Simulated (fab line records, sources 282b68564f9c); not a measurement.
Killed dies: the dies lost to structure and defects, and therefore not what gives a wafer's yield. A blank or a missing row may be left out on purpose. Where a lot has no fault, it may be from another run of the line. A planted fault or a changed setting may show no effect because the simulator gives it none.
fab line records	flow ritCmos
record lots=5	wafers=15	lastDay=7
route steps=202 shown SILICIDE@167 CONTACT@168 M1@202
lots that met no fault: from a run of the same line without faults
startH: the number of hours between the record's first day and the start of the first shown wafer of the lot	waitH: hours elapsed since this lot's preceding step	" repeats the value in the row above	L1.1+2: one row covering several wafers at once	- value missing, or start not given	* or withheld: withheld	< > ~ a bound
route shown NAME@n: names a module that has steps shown in the file, with the first one's number in the route	usual: average and standard deviation across the fault-free wafers	same: alike in all rows	chamber/n: place in a boat	sites: per-site readings	_std_site: how widely they spread, as a standard deviation	_edge_site: outer sites' mean less inner sites'	radiusMm: for every site, how far away it sits from the centre of the wafer	mask NAME#n: copy n	behind: the most recent tool/chamber to have shaped the wafer	hold: why the lot was held/for how many hours/how that ended	device: which transistor (n, p or np) failed to switch	end of line: tests of these same wafers at the route's end	where a step has no rows: the recipe by itself	killed: dies that structure and defects cost at the first sort, which is not the same as the wafer's yield	map: a wafer's dies, marking killed ones x, the rest . and places with no die _
set.NAME: setting as actually run; set.NAME@STEP: the setting as run at that earlier step	model.NAME: the simulator's own value behind a step, which no gauge read
certain route steps with their lots: each step a table, each wafer a row
services: from which hour (startH, from the record's first day; less than 0 if before it) a tool's chamber was out of use, for how many hours, and why
## steps
# step RIT_SILICIDE_RTA_06
# recipe tempC=750	timeS=10	idleTempC=25	rampUpS=5	rampDownS=10	coolToC=25	ambient=N2
# usual wafer_temp_C_max=752.7/0.71
lot.wafer	tool	chamber	startH	waitH	wafer_temp_C_max
L853.3	rtpAnneal-01	0	59.96	0.0	752.5
L853.4	"	0	"	"	754.1
L853.6	"	0	"	"	752.5
L856.1	rtpAnneal-02	0	73.23	0.0	752.4
L856.3	"	0	"	"	752.0
L856.5	"	0	"	"	751.8
L864.1	rtpAnneal-02	0	118.78	0.0	752.7
L864.2	"	0	"	"	752.5
L864.3	"	0	"	"	752.1
L870.2	rtpAnneal-02	0	145.80	0.0	753.0
L870.5	"	0	"	"	752.0
L870.6	"	0	"	"	751.6
L871.1	rtpAnneal-01	0	151.69	0.0	753.4
L871.5	"	0	"	"	753.3
L871.6	"	0	"	"	754.9
# step RIT_CONTACT_CVD_00
# recipe material=SiO2	targetThkNm=400	precursor=TEOS	tempC=390	timeS=61	rfW=400
# usual heaterPowerW=345/53
lot.wafer	tool	chamber	startH	waitH	heaterPowerW
L853.3	pecvd-01	1	60.01	0.0	275
L853.4	"	1	"	"	290
L853.6	"	2	"	"	338
L856.1	pecvd-01	2	73.30	0.1	319
L856.3	"	0	"	"	293
L856.5	"	0	"	"	302
L864.1	pecvd-03	2	118.85	0.1	422
L864.2	"	1	"	"	338
L864.3	"	0	"	"	295
L870.2	pecvd-03	0	145.91	0.1	264
L870.5	"	2	"	"	462
L870.6	"	0	"	"	278
L871.1	pecvd-01	2	151.76	0.1	306
L871.5	"	0	"	"	328
L871.6	"	2	"	"	335
# step RIT_CONTACT_THK_MEAS_01
# recipe reads=SiO2_of_CONTACT_CVD_00
# usual CONTACT_TEOS_THK=401/5.2
lot.wafer	tool	chamber	startH	waitH	CONTACT_TEOS_THK[nm]
L853.3	filmMetro-01	-	60.08	0.0	397
L853.4	"	-	"	"	406
L853.6	"	-	"	"	405
L856.1	filmMetro-03	-	73.35	0.0	396
L856.3	"	-	"	"	391
L856.5	"	-	"	"	403
L864.1	filmMetro-03	-	118.90	0.0	401
L864.2	"	-	"	"	394
L864.3	"	-	"	"	394
L870.2	filmMetro-04	-	145.97	0.0	401
L870.5	"	-	"	"	403
L870.6	"	-	"	"	404
L871.1	filmMetro-01	-	151.84	0.1	398
L871.5	"	-	"	"	401
L871.6	"	-	"	"	408
# step RIT_CONTACT_HMDS_02
# recipe primeTimeS=60	primeTempC=140
# step RIT_CONTACT_COAT_03
# recipe resist=NOVOLAK	spinRpm=3250	resistThkNm=1000
# step RIT_CONTACT_SOFTBAKE_04
# recipe resist=NOVOLAK	tempC=90	timeS=60
# step RIT_CONTACT_EXPOSE_05
# recipe maskId=M11	na=0.6	sourceShape=conventional	sigmaOuter=0.5	targetCdNm=1000	doseMj=250
# step RIT_CONTACT_PEB_06
# recipe resist=NOVOLAK	tempC=withheld	timeS=withheld
# step RIT_CONTACT_DEVELOP_07
# recipe resist=NOVOLAK	developTimeS=120	devTempC=23
# step RIT_CONTACT_CD_MEAS_08
# recipe targetCdNm=1000
# usual cdNm=1001.2/2.2
lot.wafer	tool	chamber	startH	waitH	cdNm
L853.3	cdSem-01	-	61.35	-	1003.2
L853.4	"	-	"	"	1002.7
L853.6	"	-	"	"	1000.4
L856.1	cdSem-01	-	74.50	-	998.8
L856.3	"	-	"	"	999.2
L856.5	"	-	"	"	999.6
L864.1	cdSem-02	-	119.93	-	1004.3
L864.2	"	-	"	"	1004.3
L864.3	"	-	"	"	1005.0
L870.2	cdSem-01	-	147.13	-	1000.7
L870.5	"	-	"	"	999.8
L870.6	"	-	"	"	1000.7
L871.1	cdSem-02	-	152.86	-	1000.8
L871.5	"	-	"	"	999.9
L871.6	"	-	"	"	1000.9
# step RIT_CONTACT_OVL_MEAS_09
# usual CONTACT_OVL=-1.0/1.5
lot.wafer	tool	chamber	startH	waitH	CONTACT_OVL[nm]
L853.3	overlay-01	-	61.44	0.1	-0.5
L853.4	"	-	"	"	0.9
L853.6	"	-	"	"	-1.7
L856.1	overlay-01	-	74.62	0.1	-3.2
L856.3	"	-	"	"	-2.2
L856.5	"	-	"	"	-0.1
L864.1	overlay-02	-	120.05	0.1	-0.9
L864.2	"	-	"	"	0.0
L864.3	"	-	"	"	-2.1
L870.2	overlay-01	-	147.24	0.1	-3.0
L870.5	"	-	"	"	-1.3
L870.6	"	-	"	"	-3.4
L871.1	overlay-02	-	153.01	0.1	-2.1
L871.5	"	-	"	"	-1.6
L871.6	"	-	"	"	-2.0
# step RIT_CONTACT_HARDBAKE_10
# recipe resist=NOVOLAK	tempC=140	timeS=60
# step RIT_CONTACT_ETCH_11
# recipe targetDepthA=4800	overEtchFrac=0.2	stopOn=TiSi2	chemistry=CHF3/CF4/Ar	target=SiO2	CHF3_flow_sccm=50	cf4FlowSccm=10	Ar_flow_sccm=100	O2_flow_sccm=5	pressureMtorr=100	rfW=200	timeS=320
# usual drypumpMotorCurrentA=5.7/0.54	oesProductAu=0.986/0.012	overEtchFrac=0.2/0	throttleValvePct=8.87/0.14
lot.wafer	tool	chamber	startH	waitH	drypumpMotorCurrentA	oesProductAu	overEtchFrac	rfHoursCounterH	throttleValvePct	model.NOVOLAK_of_CONTACT_COAT_03.thkNm
L853.3	rieDiel-01	2	61.62	0.1	5.0	0.993	0.2	7	8.90	763.4
L853.4	"	0	"	"	5.6	0.974	0.2	-	8.93	762.9
L853.6	"	2	"	"	5.0	0.991	0.2	-	8.89	764
L856.1	rieDiel-03	2	74.80	0.1	5.7	0.987	0.2	89	8.72	769.5
L856.3	"	3	"	"	5.8	0.986	0.2	14	8.73	772
L856.5	"	3	"	"	5.8	0.980	0.2	-	8.74	769.1
L864.1	rieDiel-01	1	120.23	0.1	5.9	1.008	0.2	1	8.92	769.5
L864.2	"	0	"	"	5.5	0.962	0.34728	8	8.93	754.9
L864.3	"	3	"	"	6.1	0.978	0.2	54	9.02	769.9
L870.2	rieDiel-03	2	147.42	0.1	5.7	0.982	0.2	91	8.73	766.7
L870.5	"	3	"	"	5.8	0.983	0.2	-	8.73	767.8
L870.6	"	0	"	"	5.7	1.017	0.2	-	8.93	766.9
L871.1	rieDiel-04	0	153.21	0.1	5.7	0.976	0.2	10	9.11	768.4
L871.5	"	1	"	"	5.6	0.988	0.2	-	8.83	765.6
L871.6	"	2	"	"	4.6	0.965	0.2	-	8.66	767.7
# step RIT_CONTACT_STRIP_12
# recipe chemistry=O2	timeS=180	resist=NOVOLAK	platenTempC=withheld	powerW=500	pressureMtorr=4000	o2FlowSccm=4000
# usual drypumpMotorCurrentA=5.7/0.45
lot.wafer	tool	chamber	startH	waitH	drypumpMotorCurrentA	rfHoursCounterH
L853.3	plasmaAsher-02	0	61.87	0.2	5.5	-
L853.4	"	1	"	"	5.5	-
L853.6	"	0	"	"	5.5	-
L856.1	plasmaAsher-01	1	75.00	0.1	5.1	28
L856.3	"	0	"	"	5.6	-
L856.5	"	0	"	"	5.6	-
L864.1	plasmaAsher-04	0	120.43	0.1	6.5	48
L864.2	"	1	"	"	6.1	48
L864.3	"	1	"	"	6.1	-
L870.2	plasmaAsher-02	0	147.61	0.1	5.4	50
L870.5	"	1	"	"	5.5	-
L870.6	"	0	"	"	5.4	-
L871.1	plasmaAsher-04	0	153.41	0.1	6.5	51
L871.5	"	1	"	"	6.1	-
L871.6	"	0	"	"	6.5	-
# step RIT_M1_PROBE_99
# usual killed_at_M0_to_M3=0.0/0.083	killedAtFrontEnd=6.7/2.7	killedDies=6.7/2.7	killedOpen=3.2/1.8	killedShort=3.5/1.9
# same grossDies=264	killed_at_M4_up=0	killedAtBackSide=0	killedAtContacts=0	killedAtOther=0
lot.wafer	tool	chamber	startH	waitH	killed_at_M0_to_M3	killedAtFrontEnd	killedDies	killedOpen	killedShort	model.etest.nmos_0p15.junctionLog10AUm	model.etest.nmosNarrow.offLog10AUm	model.etest.gateEndArray.leakLog10AUm	model.etest.nmos_0p3.offLog10AUm	model.etest.pmos_0p15.junctionLog10AUm	model.etest.antennaContact.vtShiftV
L853.3	prober-02	-	66.69	0.2	0	6	6	3	3	-13.59	-13.11	-12.72	-12.92	-13.86	-0.009057
L853.4	prober-02	-	66.74	0.2	0	5	5	1	4	-13.29	-13.21	-13	-13.15	-13.85	-0.01328
L853.6	prober-02	-	66.84	0.2	0	7	7	1	6	-13.29	-13.19	-12.96	-13.12	-13.85	-0.01076
L856.1	prober-01	-	79.87	0.1	0	10	10	5	5	-13.54	-13.2	-12.95	-13.03	-13.83	-0.01075
L856.3	prober-01	-	79.97	0.2	0	9	9	4	5	-13.47	-13.24	-12.84	-13.04	-13.77	-0.01196
L856.5	prober-01	-	80.07	0.2	1	4	5	2	3	-13.58	-13.23	-12.94	-13.08	-13.82	-0.01317
L864.1	prober-02	-	125.25	0.1	0	4	4	3	1	-13.37	-13.31	-12.91	-13.09	-13.83	-0.01473
L864.2	prober-02	-	125.30	0.1	0	5	5	3	2	-13.09	-12.87	-12.57	-12.82	-13.74	-0.02084
L864.3	prober-02	-	125.35	0.2	0	4	4	2	2	-13.4	-13.21	-12.99	-13.14	-13.85	-0.01365
L870.2	prober-02	-	152.36	0.1	0	4	4	1	3	-13.59	-13.09	-13.02	-13.15	-13.82	-0.009545
L870.5	prober-02	-	152.51	0.2	0	6	6	2	4	-13.44	-13.25	-12.89	-13.12	-13.77	-0.01416
L870.6	prober-02	-	152.56	0.2	0	6	6	4	2	-13.46	-13.19	-12.87	-13.13	-13.79	-0.01278
L871.1	prober-01	-	158.10	0.1	0	6	6	4	2	-13.5	-13.23	-12.95	-13.1	-13.74	-0.01242
L871.5	prober-01	-	158.30	0.2	0	3	3	0	3	-13.71	-13.25	-12.99	-13.15	-13.83	-0.01472
L871.6	prober-01	-	158.35	0.2	0	4	4	0	4	-13.55	-13.31	-12.94	-13.09	-13.89	-0.008911
# killed by level:class
L853.3 GATE:geometricParticle:short=2 GATE:geometricParticle:open=2 REOX:geometricParticle:short=1 SPACER:geometricParticle:open=1
L853.4 GATE:geometricParticle:short=2 FOX2:geometricParticle:short=1 REOX:geometricParticle:short=1 SILICIDE:geometricParticle:open=1
L853.6 GATE:geometricParticle:short=4 SPACER:geometricParticle:short=2 REOX:geometricParticle:open=1
L856.1 FOX1:geometricParticle:short=2 SPACER:geometricParticle:open=2 FOX1:geometricParticle:open=1 REOX:geometricParticle:open=1 REOX:geometricParticle:short=1 SPACER:geometricParticle:short=1 SILICIDE:geometricParticle:short=1 SILICIDE:geometricParticle:open=1
L856.3 SPACER:geometricParticle:short=4 SILICIDE:geometricParticle:open=2 GATE:geometricParticle:open=1 SPACER:geometricParticle:open=1 SILICIDE:geometricParticle:short=1
L856.5 GATE:geometricParticle:short=1 REOX:geometricParticle:open=1 REOX:geometricParticle:short=1 SILICIDE:geometricParticle:open=1 M1:geometricParticle:short=1
L864.1 GATE:geometricParticle:open=3 GATE:geometricParticle:short=1
L864.2 GATE:geometricParticle:open=2 GATE:geometricParticle:short=1 REOX:geometricParticle:short=1 SILICIDE:geometricParticle:open=1
L864.3 GATE:geometricParticle:open=1 GATE:geometricParticle:short=1 SPACER:geometricParticle:short=1 SILICIDE:geometricParticle:open=1
L870.2 SILICIDE:geometricParticle:short=3 GATE:geometricParticle:open=1
L870.5 ACTIVE:geometricParticle:short=1 FOX1:geometricParticle:open=1 FOX2:geometricParticle:open=1 FOX2:geometricParticle:short=1 GATE:geometricParticle:short=1 REOX:geometricParticle:short=1
L870.6 GATE:geometricParticle:open=2 FOX2:geometricParticle:short=1 SPACER:geometricParticle:open=1 SILICIDE:geometricParticle:open=1 SILICIDE:geometricParticle:short=1
L871.1 GATE:geometricParticle:short=2 GATE:geometricParticle:open=2 FOX2:geometricParticle:open=1 SPACER:geometricParticle:open=1
L871.5 FOX2:geometricParticle:short=2 SILICIDE:geometricParticle:short=1
L871.6 FOX2:geometricParticle:short=2 FOX1:geometricParticle:short=1 GATE:geometricParticle:short=1
## services
tool	chamber	startH	hours	kind
rieDiel-01	1	44.55	-	clean
rieDiel-01	1	44.55	21.6	scheduledDown
rieDiel-01	1	44.55	21.6	ventCycle
rieDiel-04	3	67.73	3.4	repair
pecvd-03	-	71.09	0.9	repair
rieDiel-03	0	71.79	4.9	repair
pecvd-01	-	79.68	0.9	repair
rieDiel-01	-	80.61	2.8	pm
rieDiel-01	0	95.68	8.3	repair
pecvd-01	0	98.50	5.8	repair
rieDiel-01	3	120.95	7.5	repair
rieDiel-03	1	123.37	3.4	repair
rieDiel-01	2	139.92	24.4	repair
pecvd-01	1	149.34	5.0	repair
pecvd-03	0	153.40	8.1	repair
## key
firstSign step=RIT_CONTACT_ETCH_11	reading=overEtchFrac	direction=up	sigmas=99+	usual=0.2	struck=0.34728
effect none on later readings
modelEffect step=RIT_CONTACT_ETCH_11	value=NOVOLAK_of_CONTACT_COAT_03.thkNm	without=769.1	struck=754.9
modelEffect step=RIT_M1_PROBE_99	value=etest.nmos_0p15.junctionLog10AUm	without=-13.52	struck=-13.09
metAt RIT_CONTACT_ETCH_11
struckWafers L864.2
testerLeftOut L864
onsetBetween 61.62 120.23
fault kind=processParameterDrift	tool=rieDiel-01	chamber=0	onsetH=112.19	steps=RIT_CONTACT_ETCH_11	channel=overEtchFrac	offset=0.14728	shape=step	endH=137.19	actsIn=theseRecipesOnly	stated=0.2
# testerLeftOut: of these lots the tester's yield and bins aren't shown, on N5 and GAA mostly nor the transistor test; their killed dies are dies lost to structure and defects alone, not to doping, threshold or leakage, so they don't give the yield
